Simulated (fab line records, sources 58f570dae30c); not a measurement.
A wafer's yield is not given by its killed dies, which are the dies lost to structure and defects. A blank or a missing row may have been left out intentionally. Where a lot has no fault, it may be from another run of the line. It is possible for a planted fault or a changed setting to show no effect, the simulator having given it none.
fab line records / flow berkeley-cmos170 / part 2 of 2: steps 30 to 38 of 38
record lots=5 wafers=15 last-day=13
route steps=331 shown BACKSIDE@202 SDANNEAL@204 PSD@206 NSD@207 PLDD@208 NLDD@209 SILICIDE@210 CONTACT@216 M1@238
lots that met no fault: from a run of the same line without faults
start-h: the number of hours between the record's first day and the start of the first shown wafer of the lot / wait-h: hours since the lot's step before / " repeats the value in the row above / L1.1+2: several wafers, shown together as one row / - value missing, or start not given / * or withheld: withheld / < > ~ a bound
route shown NAME@n: names a module that has steps shown in the file, with the first one's number in the route / usual: mean/standard deviation of fault-free wafers / same: alike in all rows / chamber/n: place in a boat / sites: per-site readings / _std_site: standard deviation across them / _edge_site: the outer-site mean with the inner-site mean subtracted / radius-mm: for every site, how far away it sits from the centre of the wafer / mask NAME#n: copy n / behind: the most recent tool/chamber to have shaped the wafer / hold: why the lot was held/for how many hours/how that ended / device: whichever transistor did not switch (one of n, p or np) / end of line: tests run on the same wafers once the route is complete / where a step has no rows: the recipe by itself / killed: the dies lost at the first sort to structure and to defects; this is not the yield of the wafer / map: the dies of a wafer, with x for killed, . for not killed, _ for no die there
set.NAME: the setting as run; set.NAME@STEP: as run at that earlier step / model.NAME: the simulator's own value behind a step, which no gauge read
a table for each step, a row for each wafer; lots at some steps of the route
services: the hour from which a tool's chamber was out of use, counted from the record's first day as start-h (under 0 if before that day), plus the number of hours and why
## steps
# step UCB170_CONTACT_CD_MEAS_15
# recipe target-cd-nm=700
# usual cd-nm=700.1/1.4
lot.wafer=L075.1 tool=cd-sem-01 chamber=- start-h=179.03 wait-h=- cd-nm=698.0
lot.wafer=L075.4 tool=cd-sem-01 chamber=- start-h=179.03 wait-h=- cd-nm=698.0
lot.wafer=L075.6 tool=cd-sem-01 chamber=- start-h=179.03 wait-h=- cd-nm=698.5
lot.wafer=L079.2 tool=cd-sem-01 chamber=- start-h=203.39 wait-h=- cd-nm=700.5
lot.wafer=L079.5 tool=cd-sem-01 chamber=- start-h=203.39 wait-h=- cd-nm=699.6
lot.wafer=L079.6 tool=cd-sem-01 chamber=- start-h=203.39 wait-h=- cd-nm=700.0
lot.wafer=L084.3 tool=cd-sem-02 chamber=- start-h=236.94 wait-h=- cd-nm=696.8
lot.wafer=L084.4 tool=cd-sem-02 chamber=- start-h=236.94 wait-h=- cd-nm=698.3
lot.wafer=L084.6 tool=cd-sem-02 chamber=- start-h=236.94 wait-h=- cd-nm=696.2
lot.wafer=L087.3 tool=cd-sem-01 chamber=- start-h=259.71 wait-h=- cd-nm=701.8
lot.wafer=L087.5 tool=cd-sem-01 chamber=- start-h=259.71 wait-h=- cd-nm=700.8
lot.wafer=L087.6 tool=cd-sem-01 chamber=- start-h=259.71 wait-h=- cd-nm=702.1
lot.wafer=L093.1 tool=cd-sem-02 chamber=- start-h=291.28 wait-h=- cd-nm=698.3
lot.wafer=L093.5 tool=cd-sem-02 chamber=- start-h=291.28 wait-h=- cd-nm=698.0
lot.wafer=L093.6 tool=cd-sem-02 chamber=- start-h=291.28 wait-h=- cd-nm=698.7
# step UCB170_CONTACT_OVL_MEAS_16
# usual CONTACT_OVL=0/4.8
lot.wafer=L075.1 tool=overlay-02 chamber=- start-h=179.15 wait-h=0.1 CONTACT_OVL[nm]=-2
lot.wafer=L075.4 tool=overlay-02 chamber=- start-h=179.15 wait-h=0.1 CONTACT_OVL[nm]=-6
lot.wafer=L075.6 tool=overlay-02 chamber=- start-h=179.15 wait-h=0.1 CONTACT_OVL[nm]=-2
lot.wafer=L079.2 tool=overlay-02 chamber=- start-h=203.50 wait-h=0.1 CONTACT_OVL[nm]=1
lot.wafer=L079.5 tool=overlay-02 chamber=- start-h=203.50 wait-h=0.1 CONTACT_OVL[nm]=7
lot.wafer=L079.6 tool=overlay-02 chamber=- start-h=203.50 wait-h=0.1 CONTACT_OVL[nm]=2
lot.wafer=L084.3 tool=overlay-02 chamber=- start-h=237.03 wait-h=0.1 CONTACT_OVL[nm]=0
lot.wafer=L084.4 tool=overlay-02 chamber=- start-h=237.03 wait-h=0.1 CONTACT_OVL[nm]=9
lot.wafer=L084.6 tool=overlay-02 chamber=- start-h=237.03 wait-h=0.1 CONTACT_OVL[nm]=0
lot.wafer=L087.3 tool=overlay-02 chamber=- start-h=259.80 wait-h=0.1 CONTACT_OVL[nm]=3
lot.wafer=L087.5 tool=overlay-02 chamber=- start-h=259.80 wait-h=0.1 CONTACT_OVL[nm]=6
lot.wafer=L087.6 tool=overlay-02 chamber=- start-h=259.80 wait-h=0.1 CONTACT_OVL[nm]=12
lot.wafer=L093.1 tool=overlay-01 chamber=- start-h=291.40 wait-h=0.1 CONTACT_OVL[nm]=2
lot.wafer=L093.5 tool=overlay-01 chamber=- start-h=291.40 wait-h=0.1 CONTACT_OVL[nm]=12
lot.wafer=L093.6 tool=overlay-01 chamber=- start-h=291.40 wait-h=0.1 CONTACT_OVL[nm]=2
# step UCB170_CONTACT_ETCH_17
# recipe chemistry=N2/H2 target-depth-a=withheld overetch-a=withheld target=BARC time-s=withheld source-w=500 bias-w=100 pressure-mtorr=30 n2-flow-sccm=100 h2-flow-sccm=200
# usual drypump-motor-current-A=5.6/0.45 n2-flow-sccm=100.0/0.34 oes-product-au=0.990/0.019 throttle-valve-pct=13.33/0.21
lot.wafer=L075.1 tool=rie-diel-01 chamber=0 start-h=179.18 wait-h=0.0 drypump-motor-current-A=5.0 n2-flow-sccm=99.9 oes-product-au=0.979 throttle-valve-pct=13.01
lot.wafer=L075.4 tool=rie-diel-01 chamber=2 start-h=179.18 wait-h=0.0 drypump-motor-current-A=4.9 n2-flow-sccm=100.1 oes-product-au=1.014 throttle-valve-pct=13.47
lot.wafer=L075.6 tool=rie-diel-01 chamber=2 start-h=179.18 wait-h=0.0 drypump-motor-current-A=5.0 n2-flow-sccm=100.7 oes-product-au=1.018 throttle-valve-pct=13.46
lot.wafer=L079.2 tool=rie-diel-01 chamber=1 start-h=203.53 wait-h=0.0 drypump-motor-current-A=5.8 n2-flow-sccm=99.7 oes-product-au=0.969 throttle-valve-pct=13.10
lot.wafer=L079.5 tool=rie-diel-01 chamber=3 start-h=203.53 wait-h=0.0 drypump-motor-current-A=5.5 n2-flow-sccm=100.1 oes-product-au=0.975 throttle-valve-pct=13.57
lot.wafer=L079.6 tool=rie-diel-01 chamber=2 start-h=203.53 wait-h=0.0 drypump-motor-current-A=4.9 n2-flow-sccm=99.9 oes-product-au=1.006 throttle-valve-pct=13.47
lot.wafer=L084.3 tool=rie-diel-01 chamber=1 start-h=237.05 wait-h=0.0 drypump-motor-current-A=5.8 n2-flow-sccm=100.2 oes-product-au=0.972 throttle-valve-pct=13.10
lot.wafer=L084.4 tool=rie-diel-01 chamber=0 start-h=237.05 wait-h=0.0 drypump-motor-current-A=5.0 n2-flow-sccm=99.4 oes-product-au=0.972 throttle-valve-pct=13.02
lot.wafer=L084.6 tool=rie-diel-01 chamber=1 start-h=237.05 wait-h=0.0 drypump-motor-current-A=5.8 n2-flow-sccm=100.3 oes-product-au=0.974 throttle-valve-pct=13.11
lot.wafer=L087.3 tool=rie-diel-01 chamber=0 start-h=259.82 wait-h=0.0 drypump-motor-current-A=5.0 n2-flow-sccm=99.9 oes-product-au=0.977 throttle-valve-pct=13.04
lot.wafer=L087.5 tool=rie-diel-01 chamber=0 start-h=259.82 wait-h=0.0 drypump-motor-current-A=5.0 n2-flow-sccm=100.3 oes-product-au=0.985 throttle-valve-pct=13.03
lot.wafer=L087.6 tool=rie-diel-01 chamber=3 start-h=259.82 wait-h=0.0 drypump-motor-current-A=5.5 n2-flow-sccm=100.0 oes-product-au=0.979 throttle-valve-pct=13.58
lot.wafer=L093.1 tool=rie-diel-01 chamber=0 start-h=291.44 wait-h=0.0 drypump-motor-current-A=5.0 n2-flow-sccm=99.7 oes-product-au=0.976 throttle-valve-pct=13.02
lot.wafer=L093.5 tool=rie-diel-01 chamber=1 start-h=291.44 wait-h=0.0 drypump-motor-current-A=5.8 n2-flow-sccm=99.4 oes-product-au=0.975 throttle-valve-pct=13.09
lot.wafer=L093.6 tool=rie-diel-01 chamber=0 start-h=291.44 wait-h=0.0 drypump-motor-current-A=5.0 n2-flow-sccm=99.8 oes-product-au=0.981 throttle-valve-pct=13.02
# step UCB170_CONTACT_ETCH_18
# recipe chemistry=CHF3/CF4/Ar target=PSG stop-on=TiSi2 CHF3_flow_sccm=45 cf4-flow-sccm=15 Ar_flow_sccm=150 pressure-mtorr=200 rf-w=700 target-depth-a=8400 over-etch-frac=0.2 time-s=195
# usual drypump-motor-current-A=5.6/0.45 mfc-ar-sccm=150.0/0.42 oes-product-au=0.885/0.014 throttle-valve-pct=6.95/0.14
# same over-etch-frac=0.2
lot.wafer=L075.1 tool=rie-diel-01 chamber=0 start-h=- wait-h=- drypump-motor-current-A=5.0 mfc-ar-sccm=149.9 oes-product-au=0.889 rf-hours-counter-h=6 throttle-valve-pct=6.76
lot.wafer=L075.4 tool=rie-diel-01 chamber=2 start-h=- wait-h=- drypump-motor-current-A=4.9 mfc-ar-sccm=150.1 oes-product-au=0.891 rf-hours-counter-h=20 throttle-valve-pct=7.09
lot.wafer=L075.6 tool=rie-diel-01 chamber=2 start-h=- wait-h=- drypump-motor-current-A=4.9 mfc-ar-sccm=149.8 oes-product-au=0.903 rf-hours-counter-h=- throttle-valve-pct=7.08
lot.wafer=L079.2 tool=rie-diel-01 chamber=1 start-h=- wait-h=- drypump-motor-current-A=5.8 mfc-ar-sccm=151.1 oes-product-au=0.883 rf-hours-counter-h=91 throttle-valve-pct=6.84
lot.wafer=L079.5 tool=rie-diel-01 chamber=3 start-h=- wait-h=- drypump-motor-current-A=5.5 mfc-ar-sccm=151.0 oes-product-au=0.878 rf-hours-counter-h=- throttle-valve-pct=7.09
lot.wafer=L079.6 tool=rie-diel-01 chamber=2 start-h=- wait-h=- drypump-motor-current-A=5.0 mfc-ar-sccm=149.6 oes-product-au=0.904 rf-hours-counter-h=- throttle-valve-pct=7.08
lot.wafer=L084.3 tool=rie-diel-01 chamber=1 start-h=- wait-h=- drypump-motor-current-A=5.8 mfc-ar-sccm=150.8 oes-product-au=0.865 rf-hours-counter-h=93 throttle-valve-pct=6.85
lot.wafer=L084.4 tool=rie-diel-01 chamber=0 start-h=- wait-h=- drypump-motor-current-A=5.0 mfc-ar-sccm=150.1 oes-product-au=0.885 rf-hours-counter-h=9 throttle-valve-pct=6.75
lot.wafer=L084.6 tool=rie-diel-01 chamber=1 start-h=- wait-h=- drypump-motor-current-A=5.8 mfc-ar-sccm=150.0 oes-product-au=0.860 rf-hours-counter-h=- throttle-valve-pct=6.85
lot.wafer=L087.3 tool=rie-diel-01 chamber=0 start-h=- wait-h=- drypump-motor-current-A=5.0 mfc-ar-sccm=150.3 oes-product-au=0.890 rf-hours-counter-h=10 throttle-valve-pct=6.78
lot.wafer=L087.5 tool=rie-diel-01 chamber=0 start-h=- wait-h=- drypump-motor-current-A=5.0 mfc-ar-sccm=150.4 oes-product-au=0.889 rf-hours-counter-h=- throttle-valve-pct=6.76
lot.wafer=L087.6 tool=rie-diel-01 chamber=3 start-h=- wait-h=- drypump-motor-current-A=5.5 mfc-ar-sccm=150.3 oes-product-au=0.865 rf-hours-counter-h=- throttle-valve-pct=7.09
lot.wafer=L093.1 tool=rie-diel-01 chamber=0 start-h=- wait-h=- drypump-motor-current-A=5.0 mfc-ar-sccm=149.4 oes-product-au=0.883 rf-hours-counter-h=12 throttle-valve-pct=6.76
lot.wafer=L093.5 tool=rie-diel-01 chamber=1 start-h=- wait-h=- drypump-motor-current-A=5.8 mfc-ar-sccm=150.4 oes-product-au=0.874 rf-hours-counter-h=- throttle-valve-pct=6.84
lot.wafer=L093.6 tool=rie-diel-01 chamber=0 start-h=- wait-h=- drypump-motor-current-A=5.0 mfc-ar-sccm=149.4 oes-product-au=0.890 rf-hours-counter-h=- throttle-valve-pct=6.76
# step UCB170_CONTACT_STRIP_19
# recipe chemistry=O2 power-w=400 pressure-mtorr=3500 platen-temp-c=withheld o2-flow-sccm=400 overash-fraction=0.5
# usual drypump-motor-current-A=5.95/0.27 oes-product-au=0.725/0.0046
lot.wafer=L075.1 tool=plasma-asher-01 chamber=1 start-h=179.35 wait-h=- drypump-motor-current-A=6.00 oes-product-au=0.721 rf-hours-counter-h=7
lot.wafer=L075.4 tool=plasma-asher-01 chamber=0 start-h=179.35 wait-h=- drypump-motor-current-A=6.33 oes-product-au=0.734 rf-hours-counter-h=-
lot.wafer=L075.6 tool=plasma-asher-01 chamber=1 start-h=179.35 wait-h=- drypump-motor-current-A=6.00 oes-product-au=0.729 rf-hours-counter-h=-
lot.wafer=L079.2 tool=plasma-asher-01 chamber=0 start-h=203.70 wait-h=- drypump-motor-current-A=6.31 oes-product-au=0.722 rf-hours-counter-h=11
lot.wafer=L079.5 tool=plasma-asher-01 chamber=1 start-h=203.70 wait-h=- drypump-motor-current-A=6.05 oes-product-au=0.723 rf-hours-counter-h=-
lot.wafer=L079.6 tool=plasma-asher-01 chamber=0 start-h=203.70 wait-h=- drypump-motor-current-A=6.31 oes-product-au=0.729 rf-hours-counter-h=-
lot.wafer=L084.3 tool=plasma-asher-03 chamber=0 start-h=237.25 wait-h=- drypump-motor-current-A=6.31 oes-product-au=0.730 rf-hours-counter-h=-
lot.wafer=L084.4 tool=plasma-asher-03 chamber=1 start-h=237.25 wait-h=- drypump-motor-current-A=5.85 oes-product-au=0.721 rf-hours-counter-h=-
lot.wafer=L084.6 tool=plasma-asher-03 chamber=0 start-h=237.25 wait-h=- drypump-motor-current-A=6.33 oes-product-au=0.727 rf-hours-counter-h=-
lot.wafer=L087.3 tool=plasma-asher-02 chamber=0 start-h=260.02 wait-h=- drypump-motor-current-A=5.57 oes-product-au=0.728 rf-hours-counter-h=-
lot.wafer=L087.5 tool=plasma-asher-02 chamber=1 start-h=260.02 wait-h=- drypump-motor-current-A=5.95 oes-product-au=0.721 rf-hours-counter-h=-
lot.wafer=L087.6 tool=plasma-asher-02 chamber=0 start-h=260.02 wait-h=- drypump-motor-current-A=5.56 oes-product-au=0.732 rf-hours-counter-h=-
lot.wafer=L093.1 tool=plasma-asher-01 chamber=1 start-h=291.60 wait-h=- drypump-motor-current-A=5.95 oes-product-au=0.728 rf-hours-counter-h=18
lot.wafer=L093.5 tool=plasma-asher-01 chamber=1 start-h=291.60 wait-h=- drypump-motor-current-A=5.97 oes-product-au=0.726 rf-hours-counter-h=-
lot.wafer=L093.6 tool=plasma-asher-01 chamber=0 start-h=291.60 wait-h=- drypump-motor-current-A=6.32 oes-product-au=0.735 rf-hours-counter-h=-
# step UCB170_CONTACT_CD_MEAS_90
# recipe target-cd-nm=700
# usual cd-nm=700.1/1.7
lot.wafer=L075.1 tool=cd-sem-01 chamber=- start-h=179.45 wait-h=0.1 cd-nm=697.4
lot.wafer=L075.4 tool=cd-sem-01 chamber=- start-h=179.45 wait-h=0.1 cd-nm=696.4
lot.wafer=L075.6 tool=cd-sem-01 chamber=- start-h=179.45 wait-h=0.1 cd-nm=696.8
lot.wafer=L079.2 tool=cd-sem-02 chamber=- start-h=203.82 wait-h=0.1 cd-nm=699.7
lot.wafer=L079.5 tool=cd-sem-02 chamber=- start-h=203.82 wait-h=0.1 cd-nm=700.3
lot.wafer=L079.6 tool=cd-sem-02 chamber=- start-h=203.82 wait-h=0.1 cd-nm=699.1
lot.wafer=L084.3 tool=cd-sem-02 chamber=- start-h=237.36 wait-h=0.1 cd-nm=695.4
lot.wafer=L084.4 tool=cd-sem-02 chamber=- start-h=237.36 wait-h=0.1 cd-nm=698.2
lot.wafer=L084.6 tool=cd-sem-02 chamber=- start-h=237.36 wait-h=0.1 cd-nm=694.9
lot.wafer=L087.3 tool=cd-sem-01 chamber=- start-h=260.13 wait-h=0.1 cd-nm=701.4
lot.wafer=L087.5 tool=cd-sem-01 chamber=- start-h=260.13 wait-h=0.1 cd-nm=700.5
lot.wafer=L087.6 tool=cd-sem-01 chamber=- start-h=260.13 wait-h=0.1 cd-nm=702.3
lot.wafer=L093.1 tool=cd-sem-02 chamber=- start-h=291.70 wait-h=0.1 cd-nm=697.9
lot.wafer=L093.5 tool=cd-sem-02 chamber=- start-h=291.70 wait-h=0.1 cd-nm=697.8
lot.wafer=L093.6 tool=cd-sem-02 chamber=- start-h=291.70 wait-h=0.1 cd-nm=698.2
# step UCB170_CONTACT_CLEAN_20
# recipe chemistry=SPM temp-c=120 time-s=600
lot.wafer=L075.1+4+6 tool=wet-bench-03 chamber=0 start-h=179.57 wait-h=0.1
lot.wafer=L079.2+5+6 tool=wet-bench-03 chamber=2 start-h=203.92 wait-h=0.1
lot.wafer=L084.3+4+6 tool=wet-bench-03 chamber=2 start-h=237.46 wait-h=0.1
lot.wafer=L087.3+5+6 tool=wet-bench-03 chamber=1 start-h=262.39 wait-h=2.2
lot.wafer=L093.1+5+6 tool=wet-bench-03 chamber=2 start-h=291.82 wait-h=0.1
# step UCB170_M1_SPUTTER_00
# recipe material=Al target-thk-nm=600 time-s=80 power-w=6000 chamber-pressure-pa=0.5
# usual throttle-valve-pct=30.0/1
lot.wafer=L075.1 tool=pvd-sputter-02 chamber=- start-h=179.74 wait-h=0.0 throttle-valve-pct=29.3
lot.wafer=L075.4 tool=pvd-sputter-02 chamber=- start-h=179.74 wait-h=0.0 throttle-valve-pct=29.1
lot.wafer=L075.6 tool=pvd-sputter-02 chamber=- start-h=179.74 wait-h=0.0 throttle-valve-pct=29.2
lot.wafer=L079.2 tool=pvd-sputter-03 chamber=- start-h=204.11 wait-h=0.0 throttle-valve-pct=29.0
lot.wafer=L079.5 tool=pvd-sputter-03 chamber=- start-h=204.11 wait-h=0.0 throttle-valve-pct=29.2
lot.wafer=L079.6 tool=pvd-sputter-03 chamber=- start-h=204.11 wait-h=0.0 throttle-valve-pct=28.9
lot.wafer=L084.3 tool=pvd-sputter-02 chamber=- start-h=237.65 wait-h=0.0 throttle-valve-pct=29.6
lot.wafer=L084.4 tool=pvd-sputter-02 chamber=- start-h=237.65 wait-h=0.0 throttle-valve-pct=31.1
lot.wafer=L084.6 tool=pvd-sputter-02 chamber=- start-h=237.65 wait-h=0.0 throttle-valve-pct=29.5
lot.wafer=L087.3 tool=pvd-sputter-03 chamber=- start-h=262.58 wait-h=0.0 throttle-valve-pct=28.7
lot.wafer=L087.5 tool=pvd-sputter-03 chamber=- start-h=262.58 wait-h=0.0 throttle-valve-pct=31.4
lot.wafer=L087.6 tool=pvd-sputter-03 chamber=- start-h=262.58 wait-h=0.0 throttle-valve-pct=30.2
lot.wafer=L093.1 tool=pvd-sputter-04 chamber=- start-h=292.01 wait-h=0.0 throttle-valve-pct=29.1
lot.wafer=L093.5 tool=pvd-sputter-04 chamber=- start-h=292.01 wait-h=0.0 throttle-valve-pct=29.0
lot.wafer=L093.6 tool=pvd-sputter-04 chamber=- start-h=292.01 wait-h=0.0 throttle-valve-pct=31.7
# step UCB170_M1_RS_MEAS_01
# recipe thk-meas-gauge=four-point-probe reads=Al_of_M1_SPUTTER_00
# usual M1_AL_RS=0.0484/0.00046
lot.wafer=L075.1 tool=film-metro-03 chamber=- start-h=179.80 wait-h=0.0 M1_AL_RS[ohm/sq]=0.0482
lot.wafer=L075.4 tool=film-metro-03 chamber=- start-h=179.80 wait-h=0.0 M1_AL_RS[ohm/sq]=0.0478
lot.wafer=L075.6 tool=film-metro-03 chamber=- start-h=179.80 wait-h=0.0 M1_AL_RS[ohm/sq]=0.0479
lot.wafer=L079.2 tool=film-metro-04 chamber=- start-h=204.19 wait-h=0.1 M1_AL_RS[ohm/sq]=0.0479
lot.wafer=L079.5 tool=film-metro-04 chamber=- start-h=204.19 wait-h=0.1 M1_AL_RS[ohm/sq]=0.0481
lot.wafer=L079.6 tool=film-metro-04 chamber=- start-h=204.19 wait-h=0.1 M1_AL_RS[ohm/sq]=0.0482
lot.wafer=L084.3 tool=film-metro-03 chamber=- start-h=237.75 wait-h=0.1 M1_AL_RS[ohm/sq]=0.0484
lot.wafer=L084.4 tool=film-metro-03 chamber=- start-h=237.75 wait-h=0.1 M1_AL_RS[ohm/sq]=0.0489
lot.wafer=L084.6 tool=film-metro-03 chamber=- start-h=237.75 wait-h=0.1 M1_AL_RS[ohm/sq]=0.0484
lot.wafer=L087.3 tool=film-metro-01 chamber=- start-h=262.68 wait-h=0.1 M1_AL_RS[ohm/sq]=0.0482
lot.wafer=L087.5 tool=film-metro-01 chamber=- start-h=262.68 wait-h=0.1 M1_AL_RS[ohm/sq]=0.0489
lot.wafer=L087.6 tool=film-metro-01 chamber=- start-h=262.68 wait-h=0.1 M1_AL_RS[ohm/sq]=0.0485
lot.wafer=L093.1 tool=film-metro-04 chamber=- start-h=292.08 wait-h=0.0 M1_AL_RS[ohm/sq]=0.0490
lot.wafer=L093.5 tool=film-metro-04 chamber=- start-h=292.08 wait-h=0.0 M1_AL_RS[ohm/sq]=0.0485
lot.wafer=L093.6 tool=film-metro-04 chamber=- start-h=292.08 wait-h=0.0 M1_AL_RS[ohm/sq]=0.0486
## services
tool=krf-scanner-02 chamber=- start-h=157.06 hours=1.0 kind=pm
tool=rtp-anneal-01 chamber=- start-h=158.30 hours=1.0 kind=pm
tool=krf-scanner-02 chamber=- start-h=160.37 hours=0.8 kind=repair
tool=plasma-asher-03 chamber=- start-h=161.74 hours=30.6 kind=pm
tool=pvd-sputter-03 chamber=- start-h=162.07 hours=1.3 kind=repair
tool=krf-scanner-01 chamber=- start-h=162.45 hours=1.3 kind=pm
tool=pvd-sputter-03 chamber=- start-h=170.52 hours=2.5 kind=repair
tool=krf-scanner-01 chamber=- start-h=177.33 hours=0.8 kind=pm
tool=krf-scanner-02 chamber=- start-h=178.19 hours=1.3 kind=pm
tool=krf-scanner-02 chamber=- start-h=179.49 hours=0.8 kind=pm
tool=lpcvd-01 chamber=- start-h=181.15 hours=0.5 kind=repair
tool=rtp-anneal-01 chamber=- start-h=193.27 hours=4.0 kind=repair
tool=krf-scanner-02 chamber=- start-h=203.64 hours=4.4 kind=pm
tool=rie-diel-01 chamber=3 start-h=205.07 hours=26.3 kind=repair
tool=krf-scanner-01 chamber=- start-h=208.01 hours=4.4 kind=pm
tool=pvd-sputter-01 chamber=- start-h=210.20 hours=2.0 kind=repair
tool=plasma-asher-01 chamber=- start-h=253.85 hours=22.7 kind=repair
tool=krf-scanner-01 chamber=- start-h=260.47 hours=1.0 kind=pm
tool=krf-scanner-01 chamber=- start-h=272.60 hours=0.7 kind=repair
tool=krf-scanner-02 chamber=- start-h=277.40 hours=4.0 kind=pm
tool=wet-bench-01 chamber=- start-h=277.64 hours=4.3 kind=repair
tool=plasma-asher-03 chamber=- start-h=279.72 hours=4.3 kind=pm
tool=plasma-asher-02 chamber=- start-h=282.34 hours=2.1 kind=repair
tool=pvd-sputter-02 chamber=- start-h=290.41 hours=5.5 kind=repair
